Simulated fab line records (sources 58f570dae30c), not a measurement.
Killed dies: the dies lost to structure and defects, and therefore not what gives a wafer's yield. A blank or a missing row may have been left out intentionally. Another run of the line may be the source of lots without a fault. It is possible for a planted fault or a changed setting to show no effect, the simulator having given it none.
fab line records	flow berkeley-cmos170
[record] lots = 5	wafers = 15	last-day = 11
route steps=331 shown CONTACT@220 M1@238
lots untouched by any fault: they come from a run of this same line in which no faults occurred
start-h: start of the lot's first displayed wafer, in hours after the record's first day	wait-h: hours from the lot's prior step to this one	" identical to the entry in the row above	L1.1+2: one row covering several wafers at once	- no value, or no start was given	* or withheld: withheld	< > ~ a bound
route shown NAME@n: a module of which the file shows steps, and the number in the route of the first	usual: mean and standard deviation over wafers with no fault	same: alike in all rows	chamber/n: place in a boat	sites: the reading at each site	_std_site: their standard deviation	_edge_site: mean of outer sites minus mean of inner sites	radius-mm: how far each site lies from the wafer's centre	mask NAME#n: copy n	behind: the most recent tool/chamber to have shaped the wafer	hold: what put the lot on hold/how long, in hours/how the hold closed	device: the transistor (n, p or np) that didn't switch	end of line: the same wafers' tests at the end of the route	a step with no rows: only its recipe	killed: not the wafer's yield, but the dies lost to structure and defects at the first sort	map: per-die view of a wafer (x killed, . not killed, _ where there is no die)
set.NAME: the run value of the setting; set.NAME@STEP: its run value at that earlier step	model.NAME: the simulator's own value behind a step, which no gauge read
lots at some steps of the route; a table a step, a row a wafer
services: a tool's chamber out of use, with start hour (start-h, from the record's first day; less than 0 if before it), hours out, and reason
[[steps]]
[step UCB170_CONTACT_COAT_04]
[recipe] resist = KrF	spin-rpm = 1500	resist-thk-nm = 900
lot.wafer	tool	chamber	start-h	wait-h
L087.1+4+5	litho-track-04	0	217.01	0.1
L094.1+3+5	litho-track-02	0	229.86	0.1
L089.1+3+5	litho-track-04	0	230.76	0.1
L092.1+5+6	litho-track-03	0	230.84	0.1
L095.3+5+6	litho-track-02	0	247.28	0.1
[step UCB170_CONTACT_SOFTBAKE_05]
[recipe] resist = KrF	temp-c = 130	time-s = 60
lot.wafer	tool	chamber	start-h	wait-h
L087.1+4+5	litho-track-04	0	217.16	0.1
L094.1+3+5	litho-track-02	0	230.01	0.1
L089.1+3+5	litho-track-04	0	230.91	0.1
L092.1+5+6	litho-track-03	0	230.99	0.1
L095.3+5+6	litho-track-02	0	247.43	0.1
[step UCB170_CONTACT_STRIP_06]
[recipe] chemistry = O2	power-w = 400	pressure-mtorr = 3500	platen-temp-c = withheld	o2-flow-sccm = 400	overash-fraction = 0.5
[usual] drypump-motor-current-A = 5.65/0.3	o2-flow-sccm = 399.9/1.2	oes-product-au = 0.734/0.0046	strip-time-to-endpoint-s = 21.99/0.054
[same] overash-fraction = 0.5
lot.wafer	tool	chamber	start-h	wait-h	drypump-motor-current-A	o2-flow-sccm	oes-product-au	rf-hours-counter-h	strip-time-to-endpoint-s
L087.1	plasma-asher-02	0	217.31	0.1	5.88	398.5	0.733	52	22.01
L087.4	"	0	"	"	5.88	400.1	0.738	-	22.00
L087.5	"	1	"	"	6.06	400.6	0.731	-	21.95
L094.1	plasma-asher-02	1	230.16	0.1	6.01	400.0	0.739	53	22.07
L094.3	"	0	"	"	5.88	399.8	0.730	-	22.06
L094.5	"	1	"	"	6.01	400.6	0.731	-	22.00
L089.1	plasma-asher-02	1	231.06	0.1	5.97	397.5	0.730	54	21.95
L089.3	"	0	"	"	5.88	399.6	0.732	-	21.91
L089.5	"	1	"	"	6.00	397.8	0.734	-	21.93
L092.1	plasma-asher-04	1	231.14	0.1	5.36	400.3	0.740	12	21.96
L092.5	"	0	"	"	5.45	399.7	0.737	-	22.00
L092.6	"	1	"	"	5.36	402.3	0.733	-	22.04
L095.3	plasma-asher-02	0	247.56	0.1	5.89	402.0	0.734	-	21.98
L095.5	"	0	"	"	5.90	400.3	0.731	-	21.92
L095.6	"	1	"	"	6.01	398.9	0.733	-	22.08
[step UCB170_CONTACT_CLEAN_07]
[recipe] chemistry = SPM	temp-c = 120	time-s = 600
[usual] temp-c = 120.04/0.14
lot.wafer	tool	chamber	start-h	wait-h	temp-c
L087.1	wet-bench-01	2	217.52	0.2	119.97
L087.4	"	2	"	"	120.22
L087.5	"	2	"	"	120.05
L089.1	wet-bench-04	1	232.25	1.2	119.83
L089.3	"	1	"	"	119.92
L089.5	"	1	"	"	120.06
L094.1	wet-bench-04	0	232.25	2.1	119.91
L094.3	"	0	"	"	120.02
L094.5	"	0	"	"	120.11
L092.1	wet-bench-04	1	232.86	1.7	119.81
L092.5	"	1	"	"	120.15
L092.6	"	1	"	"	119.95
L095.3	wet-bench-04	3	247.67	0.1	120.05
L095.5	"	3	"	"	119.95
L095.6	"	3	"	"	120.33
[step UCB170_CONTACT_RTA_08]
[recipe] temp-c = 900	time-s = 10	ambient = N2
[usual] chamber-o2-ppm = 1.998/0.021	lamp-power-pct = 23.88/0.13	wafer_temp_C_max = 904.5/2.1
lot.wafer	tool	chamber	start-h	wait-h	chamber-o2-ppm	lamp-power-pct	wafer_temp_C_max
L087.1	rtp-anneal-02	0	217.70	0.0	2.023	23.99	902.9
L087.4	"	0	"	"	1.997	23.96	903.5
L087.5	"	0	"	"	1.969	23.98	904.8
L094.1	rtp-anneal-02	0	232.43	0.0	1.994	24.00	903.1
L094.3	"	0	"	"	2.031	24.00	902.9
L094.5	"	0	"	"	1.956	24.00	902.2
L089.1	rtp-anneal-02	0	232.49	0.1	2.009	23.99	902.1
L089.3	"	0	"	"	2.000	24.03	902.1
L089.5	"	0	"	"	1.993	24.03	902.2
L092.1	rtp-anneal-01	0	233.03	0.0	1.998	23.77	905.6
L092.5	"	0	"	"	2.012	23.71	907.6
L092.6	"	0	"	"	1.992	23.73	907.1
L095.3	rtp-anneal-02	0	247.87	0.0	2.038	23.95	903.9
L095.5	"	0	"	"	2.018	24.00	902.9
L095.6	"	0	"	"	2.009	24.02	902.9
[step UCB170_CONTACT_COAT_09]
[recipe] resist = BARC	temp-c = withheld	time-s = withheld	spin-rpm = 3000	resist-thk-nm = withheld
lot.wafer	tool	chamber	start-h	wait-h
L087.1+4+5	litho-track-04	0	217.76	0.1
L094.1+3+5	litho-track-03	0	232.49	0.1
L089.1+3+5	litho-track-04	0	232.94	0.4
L092.1+5+6	litho-track-04	0	233.39	0.4
L095.3+5+6	litho-track-02	0	248.03	0.1
[step UCB170_CONTACT_COAT_10]
[recipe] resist = KrF	spin-rpm = 1500	resist-thk-nm = 900
lot.wafer	tool	chamber	start-h	wait-h
L087.1+4+5	litho-track-04	0	-	-
L094.1+3+5	litho-track-03	0	-	-
L089.1+3+5	litho-track-04	0	-	-
L092.1+5+6	litho-track-04	0	-	-
L095.3+5+6	litho-track-02	0	-	-
[step UCB170_CONTACT_SOFTBAKE_11]
[recipe] resist = KrF	temp-c = 130	time-s = 60
lot.wafer	tool	chamber	start-h	wait-h
L087.1+4+5	litho-track-04	0	-	-
L094.1+3+5	litho-track-03	0	-	-
L089.1+3+5	litho-track-04	0	-	-
L092.1+5+6	litho-track-04	0	-	-
L095.3+5+6	litho-track-02	0	-	-
[step UCB170_CONTACT_EXPOSE_12]
[recipe] mask-id = CONT	target-cd-nm = 700	na = 0.5	sigma-outer = 0.6	source-shape = conventional	dose-mj = 35
lot.wafer	tool	chamber	start-h	wait-h	mask
L087.1+4+5	krf-scanner-02	0	218.21	-	CONT#0
L094.1+3+5	krf-scanner-01	0	233.19	-	CONT#0
L089.1+3+5	krf-scanner-02	0	233.54	-	CONT#0
L092.1+5+6	krf-scanner-02	0	233.84	-	CONT#0
L095.3+5+6	krf-scanner-02	0	248.47	-	CONT#0
[step UCB170_CONTACT_PEB_13]
[recipe] peb-temp-c = 130	peb-time-s = withheld	resist = KrF
lot.wafer	tool	chamber	start-h	wait-h
L087.1+4+5	litho-track-03	0	218.49	0.3
L094.1+3+5	litho-track-04	0	233.84	0.6
L089.1+3+5	litho-track-04	0	234.12	0.6
L092.1+5+6	litho-track-03	0	234.39	0.5
L095.3+5+6	litho-track-04	0	249.28	0.8
[step UCB170_CONTACT_DEVELOP_14]
[recipe] developer = TMAH	develop-time-s = 45	resist = KrF	dev-temp-c = 21
lot.wafer	tool	chamber	start-h	wait-h
L087.1+4+5	litho-track-03	0	-	-
L094.1+3+5	litho-track-04	0	-	-
L089.1+3+5	litho-track-04	0	-	-
L092.1+5+6	litho-track-03	0	-	-
L095.3+5+6	litho-track-04	0	-	-
[step UCB170_CONTACT_CD_MEAS_15]
[recipe] target-cd-nm = 700
[usual] cd-nm = 700.2/1.2
lot.wafer	tool	chamber	start-h	wait-h	cd-nm
L087.1	cd-sem-02	-	218.76	-	698.7
L087.4	"	-	"	"	699.2
L087.5	"	-	"	"	700.5
L094.1	cd-sem-02	-	234.12	-	698.8
L094.3	"	-	"	"	698.4
L094.5	"	-	"	"	700.2
L089.1	cd-sem-02	-	234.39	-	699.2
L089.3	"	-	"	"	698.8
L089.5	"	-	"	"	699.5
L092.1	cd-sem-01	-	234.73	-	701.9
L092.5	"	-	"	"	701.1
L092.6	"	-	"	"	702.1
L095.3	cd-sem-02	-	249.55	-	700.9
L095.5	"	-	"	"	700.1
L095.6	"	-	"	"	701.1
[step UCB170_CONTACT_OVL_MEAS_16]
[usual] CONTACT_OVL = 0/6.4
lot.wafer	tool	chamber	start-h	wait-h	CONTACT_OVL[nm]
L087.1	overlay-01	-	218.88	0.1	-12
L087.4	"	-	"	"	-3
L087.5	"	-	"	"	-6
L094.1	overlay-02	-	234.24	0.1	8
L094.3	"	-	"	"	6
L094.5	"	-	"	"	0
L089.1	overlay-02	-	234.51	0.1	-11
L089.3	"	-	"	"	-12
L089.5	"	-	"	"	-7
L092.1	overlay-01	-	234.85	0.1	-7
L092.5	"	-	"	"	2
L092.6	"	-	"	"	0
L095.3	overlay-02	-	249.64	0.1	-8
L095.5	"	-	"	"	-14
L095.6	"	-	"	"	-3
[step UCB170_CONTACT_ETCH_17]
[recipe] chemistry = N2/H2	target-depth-a = withheld	overetch-a = withheld	target = BARC	time-s = withheld	source-w = 500	bias-w = 100	pressure-mtorr = 30	n2-flow-sccm = 100	h2-flow-sccm = 200
[usual] drypump-motor-current-A = 5.8/0.41	h2-flow-sccm = 200.0/0.58	oes-product-au = 0.997/0.014	throttle-valve-pct = 13.31/0.15
lot.wafer	tool	chamber	start-h	wait-h	drypump-motor-current-A	h2-flow-sccm	oes-product-au	throttle-valve-pct
L087.1	rie-diel-02	0	218.92	0.0	5.6	199.4	0.988	13.49
L087.4	"	2	"	"	6.4	201.0	0.967	13.26
L087.5	"	0	"	"	5.6	199.4	0.989	13.51
L094.1	rie-diel-04	2	234.28	0.0	6.2	200.6	1.003	13.01
L094.3	"	3	"	"	6.4	199.3	0.992	13.24
L094.5	"	1	"	"	5.6	201.0	1.006	13.35
L089.1	rie-diel-02	2	234.55	0.0	6.3	200.8	0.971	13.26
L089.3	"	0	"	"	5.6	199.1	0.997	13.50
L089.5	"	0	"	"	5.6	200.0	0.989	13.49
L092.1	rie-diel-02	2	234.89	0.0	6.3	200.1	0.982	13.24
L092.5	"	0	"	"	5.6	199.7	0.997	13.49
L092.6	"	2	"	"	6.3	200.4	0.974	13.24
L095.3	rie-diel-02	1	249.66	0.0	5.0	199.0	1.016	13.31
L095.5	"	3	"	"	5.8	199.4	0.989	13.33
L095.6	"	0	"	"	5.6	200.4	0.986	13.50
[step UCB170_CONTACT_ETCH_18]
[recipe] chemistry = CHF3/CF4/Ar	target = PSG	stop-on = TiSi2	CHF3_flow_sccm = 45	cf4-flow-sccm = 15	Ar_flow_sccm = 150	pressure-mtorr = 200	rf-w = 700	target-depth-a = 8400	over-etch-frac = 0.2	time-s = 195
[usual] drypump-motor-current-A = 5.8/0.41	oes-product-au = 0.895/0.011	throttle-valve-pct = 6.94/0.1
lot.wafer	tool	chamber	start-h	wait-h	drypump-motor-current-A	oes-product-au	rf-hours-counter-h	throttle-valve-pct
L087.1	rie-diel-02	0	-	-	5.6	0.894	22	7.04
L087.4	"	2	"	"	6.3	0.886	-	6.89
L087.5	"	0	"	"	5.6	0.898	-	7.05
L094.1	rie-diel-04	2	-	-	6.1	0.898	0	6.72
L094.3	"	3	"	"	6.4	0.898	115	6.87
L094.5	"	1	"	"	5.7	0.908	-	6.91
L089.1	rie-diel-02	2	-	-	6.3	0.891	2	6.91
L089.3	"	0	"	"	5.6	0.897	23	7.06
L089.5	"	0	"	"	5.6	0.890	-	7.04
L092.1	rie-diel-02	2	-	-	6.3	0.895	2	6.89
L092.5	"	0	"	"	5.6	0.888	-	7.03
L092.6	"	2	"	"	6.3	0.893	-	6.89
L095.3	rie-diel-02	1	-	-	5.0	0.892	1	7.01
L095.5	"	3	"	"	5.8	0.895	-	6.97
L095.6	"	0	"	"	5.6	0.896	-	7.06
[step UCB170_CONTACT_STRIP_19]
[recipe] chemistry = O2	power-w = 400	pressure-mtorr = 3500	platen-temp-c = withheld	o2-flow-sccm = 400	overash-fraction = 0.5
[usual] drypump-motor-current-A = 5.7/0.32	o2-flow-sccm = 399.9/1.3	oes-product-au = 0.725/0.005
[same] overash-fraction = 0.5
lot.wafer	tool	chamber	start-h	wait-h	drypump-motor-current-A	o2-flow-sccm	oes-product-au	rf-hours-counter-h
L087.1	plasma-asher-02	0	219.09	-	5.9	400.3	0.730	52
L087.4	"	0	"	"	5.9	401.2	0.728	-
L087.5	"	1	"	"	6.0	399.5	0.729	-
L094.1	plasma-asher-04	0	234.44	-	5.4	400.1	0.723	12
L094.3	"	0	"	"	5.4	399.6	0.725	-
L094.5	"	1	"	"	5.4	399.5	0.726	-
L089.1	plasma-asher-02	1	234.72	-	6.1	401.2	0.730	54
L089.3	"	0	"	"	5.9	397.8	0.724	-
L089.5	"	0	"	"	5.8	401.1	0.722	-
L092.1	plasma-asher-03	0	235.05	-	5.9	400.3	0.726	48
L092.5	"	1	"	"	5.1	401.0	0.725	-
L092.6	"	0	"	"	5.9	399.5	0.729	-
L095.3	plasma-asher-02	0	249.86	-	5.9	399.6	0.731	-
L095.5	"	1	"	"	6.0	399.9	0.725	-
L095.6	"	0	"	"	5.9	398.5	0.727	-
[step UCB170_CONTACT_CD_MEAS_90]
[recipe] target-cd-nm = 700
[usual] cd-nm = 700.1/1.6
lot.wafer	tool	chamber	start-h	wait-h	cd-nm
L087.1	cd-sem-01	-	219.19	0.1	698.8
L087.4	"	-	"	"	698.9
L087.5	"	-	"	"	700.7
L094.1	cd-sem-02	-	234.54	0.1	698.8
L094.3	"	-	"	"	697.9
L094.5	"	-	"	"	699.9
L089.1	cd-sem-02	-	234.82	0.1	699.0
L089.3	"	-	"	"	699.4
L089.5	"	-	"	"	699.6
L092.1	cd-sem-01	-	235.15	0.1	701.5
L092.5	"	-	"	"	702.0
L092.6	"	-	"	"	701.8
L095.3	cd-sem-02	-	250.00	0.1	701.7
L095.5	"	-	"	"	700.0
L095.6	"	-	"	"	700.8
[step UCB170_CONTACT_CLEAN_20]
[recipe] chemistry = SPM	temp-c = 120	time-s = 600
[usual] temp-c = 119.97/0.13
lot.wafer	tool	chamber	start-h	wait-h	temp-c
L087.1	wet-bench-01	2	219.31	0.1	119.92
L087.4	"	2	"	"	120.00
L087.5	"	2	"	"	119.93
L094.1	wet-bench-02	3	234.66	0.1	119.97
L094.3	"	3	"	"	119.96
L094.5	"	3	"	"	119.98
L089.1	wet-bench-02	3	235.04	0.2	119.93
L089.3	"	3	"	"	120.09
L089.5	"	3	"	"	119.86
L092.1	wet-bench-02	0	235.27	0.1	120.16
L092.5	"	0	"	"	120.24
L092.6	"	0	"	"	120.00
L095.3	wet-bench-01	1	250.08	0.1	119.77
L095.5	"	1	"	"	119.76
L095.6	"	1	"	"	119.88
[step UCB170_M1_SPUTTER_00]
[recipe] material = Al	target-thk-nm = 600	time-s = 80	power-w = 6000	chamber-pressure-pa = 0.5
[usual] chamber-pressure-pa = 0.5001/0.001	throttle-valve-pct = 29.5/1.1
lot.wafer	tool	chamber	start-h	wait-h	chamber-pressure-pa	throttle-valve-pct
L087.1	pvd-sputter-02	-	219.48	0.0	0.5009	29.6
L087.4	"	-	"	"	0.4992	28.7
L087.5	"	-	"	"	0.5008	28.5
L094.1	pvd-sputter-03	-	234.85	0.0	0.5008	28.2
L094.3	"	-	"	"	0.4988	28.4
L094.5	"	-	"	"	0.5010	28.3
L089.1	pvd-sputter-02	-	235.24	0.0	0.4993	31.7
L089.3	"	-	"	"	0.4993	28.3
L089.5	"	-	"	"	0.4995	28.5
L092.1	pvd-sputter-03	-	235.46	0.0	0.5012	28.2
L092.5	"	-	"	"	0.5008	30.2
L092.6	"	-	"	"	0.5000	29.1
L095.3	pvd-sputter-04	-	250.25	0.0	0.5018	29.8
L095.5	"	-	"	"	0.5026	29.9
L095.6	"	-	"	"	0.4997	30.0
[step UCB170_M1_RS_MEAS_01]
[recipe] thk-meas-gauge = four-point-probe	reads = Al_of_M1_SPUTTER_00
[usual] M1_AL_RS = 0.0485/0.00062
lot.wafer	tool	chamber	start-h	wait-h	M1_AL_RS[ohm/sq]
L087.1	film-metro-01	-	219.54	0.0	0.0488
L087.4	"	-	"	"	0.0493
L087.5	"	-	"	"	0.0482
L094.1	film-metro-02	-	234.91	0.0	0.0479
L094.3	"	-	"	"	0.0476
L094.5	"	-	"	"	0.0476
L089.1	film-metro-03	-	235.30	0.0	0.0477
L089.3	"	-	"	"	0.0475
L089.5	"	-	"	"	0.0478
L092.1	film-metro-02	-	235.52	0.0	0.0479
L092.5	"	-	"	"	0.0484
L092.6	"	-	"	"	0.0484
L095.3	film-metro-03	-	250.35	0.1	0.0488
L095.5	"	-	"	"	0.0487
L095.6	"	-	"	"	0.0481
[step UCB170_M1_THK_MEAS_02]
[recipe] thk-meas-gauge = xrf	reads = Al_of_M1_SPUTTER_00
[usual] M1_AL_THK = 596/8.1
lot.wafer	tool	chamber	start-h	wait-h	M1_AL_THK[nm]
L087.1	film-metro-01	-	219.66	0.1	593
L087.4	"	-	"	"	592
L087.5	"	-	"	"	599
L094.1	film-metro-02	-	235.03	0.1	611
L094.3	"	-	"	"	613
L094.5	"	-	"	"	609
L089.1	film-metro-03	-	235.42	0.1	606
L089.3	"	-	"	"	609
L089.5	"	-	"	"	603
L092.1	film-metro-02	-	235.64	0.1	608
L092.5	"	-	"	"	605
L092.6	"	-	"	"	601
L095.3	film-metro-03	-	250.45	0.1	591
L095.5	"	-	"	"	592
L095.6	"	-	"	"	600
[step UCB170_M1_COAT_03]
[recipe] resist = BARC	temp-c = withheld	time-s = withheld	spin-rpm = 3000	resist-thk-nm = withheld
lot.wafer	tool	chamber	start-h	wait-h
L087.1+4+5	litho-track-01	0	219.94	0.3
L094.1+3+5	litho-track-02	0	235.36	0.3
L089.1+3+5	litho-track-02	0	235.81	0.4
L092.1+5+6	litho-track-02	0	236.26	0.6
L095.3+5+6	litho-track-02	0	250.54	0.1
[[services]]
tool	chamber	start-h	hours	kind
pvd-sputter-02	-	202.42	2.7	repair
rie-diel-02	1	205.29	5.3	repair
rie-diel-04	2	206.40	-	clean
rie-diel-04	2	206.40	18.1	scheduled-down
rie-diel-04	2	206.40	18.1	vent-cycle
rie-diel-02	1	210.56	-	clean
rie-diel-02	1	210.56	27.6	scheduled-down
rie-diel-02	1	210.56	27.6	vent-cycle
krf-scanner-01	-	228.59	1.0	pm
krf-scanner-02	0	235.99	-	calibration
pvd-sputter-04	-	236.26	4.3	repair
rie-diel-04	2	245.35	12.3	repair
[[key]]
fault none
